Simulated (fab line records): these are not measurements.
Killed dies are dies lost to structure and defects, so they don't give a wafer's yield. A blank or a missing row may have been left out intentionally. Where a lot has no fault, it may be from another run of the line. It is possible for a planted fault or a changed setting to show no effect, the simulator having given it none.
One fault through the eyes of 2 desks :: flow berkeleyCmos170 :: only its own numbers are on each desk; what lay behind them is given at the end

DESK OF THE TOOL OWNER: lithoTrack-02
The tool's own readings at UCB170_GATE_DEVELOP_11 (develop time 45 s): means of the sampled wafers that have a number, for each lot that ran on this tool. If a lot's mean is further than 4 standard deviations from the usual mean, the lot is out of limits and carries the mark OUT (the distance appears in the brackets).
Columns: A = developerTempC at UCB170_GATE_DEVELOP_11, usual 20.98 C
lot: L138
first seen here: day 6 23:00
A: 21.01

lot: L142
first seen here: day 8 05:00
A: 21.03

lot: L146
first seen here: day 9 22:00
A: 21.11

lot: L153
first seen here: day 9 22:00
A: 20.10 (-8.0) OUT

lot: L154
first seen here: day 10 18:00
A: 20.19 (-7.2) OUT
This desk finds L153, L154 out of limits, L153 being first, at day 9 22:00 (developerTempC at UCB170_GATE_DEVELOP_11). L138, L142, L146 stayed within limits.

FROM THE METROLOGY DESK
What the gauges read for every lot (on any tool): the sampled wafers with a number, averaged. If a lot's mean is further than 4 standard deviations from the usual mean, the lot is out of limits and carries the mark OUT (the distance appears in the brackets).
Columns: A = PLDD_TW at UCB170_PLDD_TW_MEAS_11, usual 1005
lot: L138
first seen here: day 7 04:55
A: 1029

lot: L139
first seen here: day 7 22:02
A: 1001

lot: L140
first seen here: day 7 22:29
A: 1004

lot: L141
first seen here: day 8 08:02
A: 996

lot: L142
first seen here: day 8 08:17
A: 998

lot: L144
first seen here: day 9 06:28
A: 990

lot: L145
first seen here: day 9 07:00
A: 990

lot: L148
first seen here: day 10 01:14
A: 1020

lot: L146
first seen here: day 10 01:37
A: 1021

lot: L153
first seen here: day 10 02:26
A: 995

lot: L154
first seen here: day 10 21:33
A: 995

lot: L157
first seen here: day 11 08:19
A: 1021

lot: L160
first seen here: day 12 02:34
A: 1012

lot: L159
first seen here: day 12 02:49
A: 997
This desk's finding: nothing out of limits on any of the 14 lots.

PUT TOGETHER
The tool owner's desk could have raised an alarm at day 9 22:00, on L153, L154.
At the metrology desk, nothing out of limits was observed.
The metrology desk holds a record of L153, L154, inside its limits.
All the named lots went through UCB170_GATE_DEVELOP_11 on lithoTrack-02.

WHAT THE SIMULATOR HAD PUT IN
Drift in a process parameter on lithoTrack-02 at UCB170_GATE_DEVELOP_11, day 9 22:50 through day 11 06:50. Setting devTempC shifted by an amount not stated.
Shown lots that were struck: L153, L154.
